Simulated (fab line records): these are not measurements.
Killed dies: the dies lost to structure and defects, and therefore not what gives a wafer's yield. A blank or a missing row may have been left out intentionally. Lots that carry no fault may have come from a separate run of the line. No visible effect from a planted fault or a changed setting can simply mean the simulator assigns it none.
Split-lot study :: flow berkeley cmos170 :: 5 lots, 23 wafers read, on a route of 331 steps

## THE SPLIT
At UCB170_V2_EXPOSE_09 (exposes mask VIA2, target cd 700 nm), the setting dose mj was moved away from the recipe's 37 on 7 of the 23 wafers read, by -7.1% to +3.9%. All remaining wafers had this setting at the recipe value.

## FROM THE SPLIT TO THE READING: what the file shows between them, 5 steps
- UCB170_V2_PEB_10
- UCB170_V2_DEVELOP_11: develop time 45 s
- UCB170_V2_CD_MEAS_12: target cd 700 nm
- UCB170_V2_ETCH_14: etches SiO2 in CHF3/CF4/Ar, stops on Al, target depth 1250 nm, time 291 s (also split here: time s)
- UCB170_V2_STRIP_15: strips in O2

## THE READING
cd nm at UCB170_V2_CD_MEAS_90, given in nm (cd target 700 nm). On this fab line, fault-free wafers typically give 699.3 nm with a standard deviation of 1.7 nm.

wafer: L075.1
tool, chamber at the split: krf scanner-01, 0
dose mj as run: 35.56
against the recipe: -3.9%
cd nm, nm: 694.8
against lot-mates on the recipe: -3.1

wafer: L075.2
tool, chamber at the split: krf scanner-01, 0
dose mj as run: 35.56
against the recipe: -3.9%
cd nm, nm: 690.4
against lot-mates on the recipe: -7.5

wafer: L075.3
tool, chamber at the split: krf scanner-01, 0
dose mj as run: 37
against the recipe: recipe
cd nm, nm: 698.1
against lot-mates on the recipe: -

wafer: L075.4
tool, chamber at the split: krf scanner-01, 0
dose mj as run: 37
against the recipe: recipe
cd nm, nm: 697.7
against lot-mates on the recipe: -

wafer: L075.6
tool, chamber at the split: krf scanner-01, 0
dose mj as run: 35.56
against the recipe: -3.9%
cd nm, nm: 691.5
against lot-mates on the recipe: -6.4

wafer: L077.1
tool, chamber at the split: krf scanner-02, 0
dose mj as run: 37
against the recipe: recipe
cd nm, nm: 698.2
against lot-mates on the recipe: -

wafer: L077.2
tool, chamber at the split: krf scanner-02, 0
dose mj as run: 37
against the recipe: recipe
cd nm, nm: 696.3
against lot-mates on the recipe: -

wafer: L077.3
tool, chamber at the split: krf scanner-02, 0
dose mj as run: 37
against the recipe: recipe
cd nm, nm: 695.9
against lot-mates on the recipe: -

wafer: L077.5
tool, chamber at the split: krf scanner-02, 0
dose mj as run: 37
against the recipe: recipe
cd nm, nm: 697.4
against lot-mates on the recipe: -

wafer: L077.6
tool, chamber at the split: krf scanner-02, 0
dose mj as run: 37
against the recipe: recipe
cd nm, nm: 696.3
against lot-mates on the recipe: -

wafer: L080.1
tool, chamber at the split: krf scanner-01, 0
dose mj as run: 37
against the recipe: recipe
cd nm, nm: 703.1
against lot-mates on the recipe: -

wafer: L080.3
tool, chamber at the split: krf scanner-01, 0
dose mj as run: 38.45
against the recipe: +3.9%
cd nm, nm: 707.3
against lot-mates on the recipe: +4.7

wafer: L080.4
tool, chamber at the split: krf scanner-01, 0
dose mj as run: 38.45
against the recipe: +3.9%
cd nm, nm: 707.5
against lot-mates on the recipe: +4.9

wafer: L080.5
tool, chamber at the split: krf scanner-01, 0
dose mj as run: 37
against the recipe: recipe
cd nm, nm: 703.0
against lot-mates on the recipe: -

wafer: L080.6
tool, chamber at the split: krf scanner-01, 0
dose mj as run: 37
against the recipe: recipe
cd nm, nm: 701.8
against lot-mates on the recipe: -

wafer: L082.1
tool, chamber at the split: krf scanner-02, 0
dose mj as run: 37
against the recipe: recipe
cd nm, nm: 700.4
against lot-mates on the recipe: -

wafer: L082.2
tool, chamber at the split: krf scanner-02, 0
dose mj as run: 37
against the recipe: recipe
cd nm, nm: 700.9
against lot-mates on the recipe: -

wafer: L082.5
tool, chamber at the split: krf scanner-02, 0
dose mj as run: 37
against the recipe: recipe
cd nm, nm: 700.7
against lot-mates on the recipe: -

wafer: L081.1
tool, chamber at the split: krf scanner-02, 0
dose mj as run: 34.39
against the recipe: -7.1%
cd nm, nm: 687.1
against lot-mates on the recipe: -11.5

wafer: L081.2
tool, chamber at the split: krf scanner-02, 0
dose mj as run: 37
against the recipe: recipe
cd nm, nm: 699.1
against lot-mates on the recipe: -

wafer: L081.3
tool, chamber at the split: krf scanner-02, 0
dose mj as run: 37
against the recipe: recipe
cd nm, nm: 698.8
against lot-mates on the recipe: -

wafer: L081.4
tool, chamber at the split: krf scanner-02, 0
dose mj as run: 37
against the recipe: recipe
cd nm, nm: 697.8
against lot-mates on the recipe: -

wafer: L081.6
tool, chamber at the split: krf scanner-02, 0
dose mj as run: 34.39
against the recipe: -7.1%
cd nm, nm: 685.1
against lot-mates on the recipe: -13.5

THE FIT
A straight line over all 23 wafers: cd nm changes by +1.89 nm for each +1% of dose mj; r = +0.93; the points scatter about the line by 2.1 nm.
The same after taking each lot's own level away (the mean of its wafers on the recipe; 23 wafers): +1.57 nm for each +1%; r = +0.97; scatter 1.1 nm.
That fit puts the effect of the largest move of dose mj on the reading at 11 nm.
From 696.82 to 702.63 nm: that is the span of the lots' own levels, equal to 3.4 times the standard deviation above.
Hence the slope depends on the lot-to-lot level, as the two fits are not the same.
Check: for one of the wafers moved furthest among these (-7.1%), held out of the fit, the line's prediction against its lot-mates is -11.2 nm. Against them it came out at -11.5 nm.

## ADDITIONAL SPLITS CARRIED BY THESE WAFERS
Note: prior to the reading, these wafers also went through further splits. Each is held against what the fit with the lots' levels taken away leaves over:
other split on the same wafers: UCB170_V2_ETCH_14 time s
wafers away from the commonest value: 9
r with cd nm (lot level and that fit taken away): +0.47

## THE WHOLE CHAIN: every reading that the file lists as answering this split, in the file's order
step: UCB170_V2_CD_MEAS_12
what it does: target cd 700 nm
reading: cd nm
change (the file's fit): +1.76 nm for each +1% of the setting
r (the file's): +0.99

step: UCB170_V2_CD_MEAS_90
what it does: target cd 700 nm
reading: cd nm
change (the file's fit): +1.61 nm for each +1% of the setting
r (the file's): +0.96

## THE FILE'S OWN FIT
cd nm changes by +1.61 nm for each +1% of dose mj, r = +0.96.
